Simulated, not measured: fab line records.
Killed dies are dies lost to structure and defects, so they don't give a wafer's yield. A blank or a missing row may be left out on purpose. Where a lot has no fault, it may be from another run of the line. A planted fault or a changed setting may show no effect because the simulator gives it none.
Split-lot trial | flow rit cmos | 23 wafers read from 5 lots, route of 202 steps

ON THE SPLIT
At RIT_FOX1_OXIDATION_00 (target thk 350.7 nm, ox time 1130 s), the setting temp c was moved away from the recipe's 1100 C on 20 of the 23 wafers read, by -1.8% to +2.2%. All remaining wafers had this setting at the recipe value.

No step appears in the file between the split and the reading.

THE READING
FOX1_OXIDE_THK in nanometres, read at RIT_FOX1_THK_MEAS_01. Typical for fault-free wafers on this fab line: 350 nm, with standard deviation 6.2 nm.

wafer  | tool, chamber at the split | temp c as run, C | against the recipe | FOX1_OXIDE_THK, nm | against lot-mates on the recipe
L074.1 | -, -                       | 1124             | +2.2%              | 378                | no lot-mate on the recipe
L074.2 | -, -                       | 1124             | +2.2%              | 382                | no lot-mate on the recipe
L074.3 | -, -                       | 1124             | +2.2%              | 375                | no lot-mate on the recipe
L074.4 | -, -                       | 1124             | +2.2%              | 379                | no lot-mate on the recipe
L074.6 | -, -                       | 1124             | +2.2%              | 384                | no lot-mate on the recipe
L076.1 | -, -                       | 1117             | +1.5%              | 379                | no lot-mate on the recipe
L076.2 | -, -                       | 1117             | +1.5%              | 376                | no lot-mate on the recipe
L076.4 | -, -                       | 1117             | +1.5%              | 383                | no lot-mate on the recipe
L076.5 | -, -                       | 1117             | +1.5%              | 382                | no lot-mate on the recipe
L076.6 | -, -                       | 1117             | +1.5%              | 380                | no lot-mate on the recipe
L078.1 | furnace-04, 0              | 1100             | recipe             | 355                | -
L078.2 | furnace-04, 0              | 1100             | recipe             | 354                | -
L078.3 | furnace-04, 0              | 1100             | recipe             | 358                | -
L079.1 | -, -                       | 1119             | +1.7%              | 384                | no lot-mate on the recipe
L079.2 | -, -                       | 1119             | +1.7%              | 390                | no lot-mate on the recipe
L079.4 | -, -                       | 1119             | +1.7%              | 383                | no lot-mate on the recipe
L079.5 | -, -                       | 1119             | +1.7%              | 383                | no lot-mate on the recipe
L079.6 | -, -                       | 1119             | +1.7%              | 383                | no lot-mate on the recipe
L084.1 | -, -                       | 1080             | -1.8%              | 319                | no lot-mate on the recipe
L084.2 | -, -                       | 1080             | -1.8%              | 323                | no lot-mate on the recipe
L084.4 | -, -                       | 1080             | -1.8%              | 320                | no lot-mate on the recipe
L084.5 | -, -                       | 1080             | -1.8%              | 318                | no lot-mate on the recipe
L084.6 | -, -                       | 1080             | -1.8%              | 316                | no lot-mate on the recipe

FIT RESULTS
A straight line over all 23 wafers: FOX1_OXIDE_THK changes by +16.5 nm for each +1% of temp c; r = +0.98; the points scatter about the line by 5.7 nm.
Too few moved wafers with a lot-mate on the recipe to fit a line net of each lot's own level.

THE WHOLE CHAIN: every reading that the file lists as answering this split, in the file's order
step                  | what it does                        | reading                                                                           | change (the file's fit)              | r (the file's)
RIT_FOX1_OXIDATION_00 | target thk 350.7 nm, ox time 1130 s | SiO2_of_FOX1_OXIDATION_00.thk nm (the simulator's own value, which no gauge read) | +16.5 nm for each +1% of the setting | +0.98
RIT_FOX1_THK_MEAS_01  |                                     | FOX1_OXIDE_THK                                                                    | +16.5 for each +1% of the setting    | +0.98

THE FILE'S OWN FIT
FOX1_OXIDE_THK changes by +16.5 nm for each +1% of temp c, r = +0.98.
